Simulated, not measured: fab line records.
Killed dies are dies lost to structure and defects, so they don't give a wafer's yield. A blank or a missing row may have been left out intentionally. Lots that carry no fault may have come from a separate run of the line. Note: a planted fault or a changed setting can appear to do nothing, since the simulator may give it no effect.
The tool behind it: which one? -- flow rit_cmos -- 42 wafers from 14 lots sampled at 5 of the route's 202 steps

WHAT THE GAUGES SHOWED, per wafer
RIT_NRETRO_TW_MEAS_10. Usual: NRETRO_TW gives 1061 (standard deviation 16).
lot,measured,on,NRETRO_TW,flag
L496,day 2 10:48,film_metro-04,1061 1059 1065,
L497,day 2 15:26,film_metro-04,1061 1060 1062,
L498,day 2 20:43,film_metro-01,1082 1076 1076,
L501,day 3 13:23,film_metro-02,1037 1037 1032,
L502,day 3 16:28,film_metro-02,1036 1038 1034,
L503,day 3 22:58,film_metro-01,1079 1081 1073,
L505,day 4 08:23,film_metro-04,1062 1057 1060,
L506,day 4 13:48,film_metro-04,1068 1060 1057,
L507,day 4 18:32,film_metro-01,1077 1082 1079,
L514,day 6 04:42,film_metro-04,1165 1165 1162 1163 1157 1167,OFF
L515,day 6 10:41,film_metro-01,1201 1196 1194 1197 1199 1199,OFF
L516,day 6 14:52,film_metro-01,1081 1080 1081,
L517,day 6 21:06,film_metro-01,1086 1079 1090,
L518,day 7 01:05,film_metro-04,1055 1048 1060,

EACH LOT AND THE TOOL THAT RAN IT (in order: tool; ch and the chambers of the sampled wafers; start)
lot,RIT_ACTIVE_ETCH_13,RIT_PWELL_STRIP_09,RIT_NRETRO_IMPLANT_08,RIT_NRETRO_STRIP_09
L496,"rie_diel-02 ch 1,2, day 1 19:50","plasma_asher-01 ch 0,1, day 2 03:40","implanter-03 ch 0, day 2 10:30","plasma_asher-03 ch 0,1, day 2 10:40"
L497,"rie_diel-04 ch 0,1,3, day 2 00:43","plasma_asher-02 ch 0,1, day 2 08:23","implanter-02 ch 0, day 2 15:07","plasma_asher-03 ch 0,1, day 2 15:16"
L498,"rie_diel-01 ch 0,1,2, day 2 05:54","plasma_asher-04 ch 0, day 2 13:21","implanter-03 ch 0, day 2 20:23","plasma_asher-04 ch 0,1, day 2 20:32"
L501,"rie_diel-02 ch 0,1,3, day 2 21:32","plasma_asher-02 ch 0,1, day 3 06:20","implanter-01 ch 0, day 3 13:05","plasma_asher-04 ch 0,1, day 3 13:13"
L502,"rie_diel-02 ch 2,3, day 3 01:50","plasma_asher-02 ch 0,1, day 3 09:17","implanter-03 ch 0, day 3 16:08","plasma_asher-03 ch 0,1, day 3 16:17"
L503,"rie_diel-01 ch 0,2, day 3 06:50","plasma_asher-02 ch 0,1, day 3 15:46","implanter-03 ch 0, day 3 22:39","plasma_asher-02 ch 0,1, day 3 22:47"
L505,"rie_diel-04 ch 0,2,3, day 3 16:56","plasma_asher-04 ch 0,1, day 4 00:46","implanter-01 ch 0, day 4 08:04","plasma_asher-04 ch 0,1, day 4 08:13"
L506,"rie_diel-01 ch 0,2, day 3 21:50","plasma_asher-01 ch 1, day 4 06:44","implanter-03 ch 0, day 4 13:29","plasma_asher-03 ch 0,1, day 4 13:37"
L507,"rie_diel-02 ch 0,3, day 4 04:01","plasma_asher-04 ch 1, day 4 11:25","implanter-02 ch 0, day 4 18:13","plasma_asher-02 ch 1, day 4 18:22"
L514,"rie_diel-04 ch 1,2, day 5 13:43","plasma_asher-01 ch 0,1, day 5 21:25","implanter-02 ch 0, day 6 04:25","plasma_asher-03 ch 0,1, day 6 04:33"
L515,"rie_diel-01 ch 0,1,2, day 5 18:50","plasma_asher-02 ch 0,1, day 6 03:33","implanter-02 ch 0, day 6 10:23","plasma_asher-03 ch 0,1, day 6 10:33"
L516,"rie_diel-04 ch 1,2, day 5 23:50","plasma_asher-02 ch 0,1, day 6 07:37","implanter-01 ch 0, day 6 14:33","plasma_asher-02 ch 0,1, day 6 14:42"
L517,"rie_diel-04 ch 0,2, day 6 05:29","plasma_asher-04 ch 1, day 6 14:03","implanter-03 ch 0, day 6 20:47","plasma_asher-04 ch 0,1, day 6 20:56"
L518,"rie_diel-02 ch 0,1,3, day 6 09:50","plasma_asher-01 ch 0,1, day 6 17:40","implanter-03 ch 0, day 7 00:47","plasma_asher-04 ch 0,1, day 7 00:57"
- RIT_ACTIVE_ETCH_13: etches Si3N4 in SF6, stops on SiO2, time 210 s, target depth 210 nm.
- RIT_PWELL_STRIP_09: strips in O2, time 180 s.
- RIT_NRETRO_IMPLANT_08
- RIT_NRETRO_STRIP_09: strips in O2, time 180 s.

WHAT THE TOOLS THEMSELVES READ (means of the sampled wafers that have a number; where no wafer has one, the mark that the record gives instead)
RIT_ACTIVE_ETCH_13. Usual: drypump_motor_current_A 5.6 A, standard deviation 0.49; oes_product_au 0.825 a.u., standard deviation 0.014; throttle_valve_pct 7.44 %, standard deviation 0.1.
lot,tool,drypump_motor_current_A (A),oes_product_au (a.u.),throttle_valve_pct (%),flag
L496,rie_diel-02,5.9,0.832,7.59,
L497,rie_diel-04,5.6,0.827,7.45,
L498,rie_diel-01,6.0,0.827,7.33,
L501,rie_diel-02,5.1,0.812,7.46,
L502,rie_diel-02,5.6,0.828,7.56,
L503,rie_diel-01,6.1,0.819,7.35,
L505,rie_diel-04,5.4,0.816,7.42,
L506,rie_diel-01,6.1,0.821,7.33,
L507,rie_diel-02,4.9,0.811,7.43,
L514,rie_diel-04,5.3,0.827,7.51,
L515,rie_diel-01,6.0,0.819,7.32,
L516,rie_diel-04,5.3,0.840,7.51,
L517,rie_diel-04,5.6,0.822,7.43,
L518,rie_diel-02,5.1,0.808,7.47,

RIT_PWELL_STRIP_09. Usual: drypump_motor_current_A 5.7 A, standard deviation 0.38; rf_refl_power_W 6.3 W, standard deviation 1.6.
lot,tool,drypump_motor_current_A (A),rf_refl_power_W (W),flag
L496,plasma_asher-01,6.1,6.9,
L497,plasma_asher-02,5.4,5.4,
L498,plasma_asher-04,5.5,6.8,
L501,plasma_asher-02,5.7,6.8,
L502,plasma_asher-02,5.7,6.6,
L503,plasma_asher-02,5.7,6.6,
L505,plasma_asher-04,5.6,6.2,
L506,plasma_asher-01,6.3,6.1,
L507,plasma_asher-04,5.7,5.2,
L514,plasma_asher-01,5.8,7.6,
L515,plasma_asher-02,5.7,6.7,
L516,plasma_asher-02,5.6,6.9,
L517,plasma_asher-04,5.7,4.9,
L518,plasma_asher-01,5.8,7.4,

RIT_NRETRO_IMPLANT_08. Usual: dose_ions_cm2 1.0001e+13, standard deviation 1.1e+10; faraday_current_uA 31.7, standard deviation 0.59.
lot,tool,dose_ions_cm2,faraday_current_uA,flag
L496,implanter-03,9.9963e+12,31.5,
L497,implanter-02,9.9993e+12,31.2,
L498,implanter-03,1.0016e+13,32.1,
L501,implanter-01,9.9837e+12,31.4,
L502,implanter-03,9.9923e+12,31.3,
L503,implanter-03,9.9983e+12,31.3,
L505,implanter-01,9.9927e+12,31.6,
L506,implanter-03,1.0004e+13,31.4,
L507,implanter-02,9.9940e+12,31.9,
L514,implanter-02,1.3689e+13,43.6,OFF
L515,implanter-02,1.3711e+13,43.9,OFF
L516,implanter-01,9.9963e+12,31.7,
L517,implanter-03,9.9973e+12,31.4,
L518,implanter-03,1.0008e+13,31.3,

RIT_NRETRO_STRIP_09. Usual: drypump_motor_current_A 5.6 A, standard deviation 0.31; rf_refl_power_W 6.0 W, standard deviation 1.5.
lot,tool,drypump_motor_current_A (A),rf_refl_power_W (W),flag
L496,plasma_asher-03,5.8,6.7,
L497,plasma_asher-03,5.9,6.6,
L498,plasma_asher-04,5.7,5.6,
L501,plasma_asher-04,5.6,6.0,
L502,plasma_asher-03,5.6,6.2,
L503,plasma_asher-02,5.4,5.2,
L505,plasma_asher-04,5.7,6.4,
L506,plasma_asher-03,5.6,5.9,
L507,plasma_asher-02,5.9,8.4,
L514,plasma_asher-03,5.6,6.3,
L515,plasma_asher-03,5.8,6.6,
L516,plasma_asher-02,5.7,6.6,
L517,plasma_asher-04,5.6,6.3,
L518,plasma_asher-04,5.7,5.7,

THE ANSWER, worked out from the rows above alone
Rule: take the mean of a lot's wafers that have a number; if it is more than 3 standard deviations from the usual mean, the lot is off. Also off: a lot with no number at a reading for which 4 or more lots have one. The other lots that the step has rows for count as sound. Order of review: gauges by route order, followed by the tools' own readings, for which a lot's mean as printed above is used. At the first step where some lot is off, the reading lying furthest off is the one used; lots without a number count as furthest.
Off: L514, L515, at RIT_NRETRO_TW_MEAS_10 (NRETRO_TW).
If a tool, at a process step before that reading, ran all the lots that are off and no sound lot after the first of them, it fits. The gauges at RIT_NRETRO_TW_MEAS_10 aren't tried: what is off there is off at RIT_NRETRO_IMPLANT_08 too, on other tools, and a gauge's error can't cause that. 2 tools fit, implanter-02 at RIT_NRETRO_IMPLANT_08 and plasma_asher-03 at RIT_NRETRO_STRIP_09, so this cannot tell which one it is.

WHAT WAS PUT IN BY THE SIMULATOR
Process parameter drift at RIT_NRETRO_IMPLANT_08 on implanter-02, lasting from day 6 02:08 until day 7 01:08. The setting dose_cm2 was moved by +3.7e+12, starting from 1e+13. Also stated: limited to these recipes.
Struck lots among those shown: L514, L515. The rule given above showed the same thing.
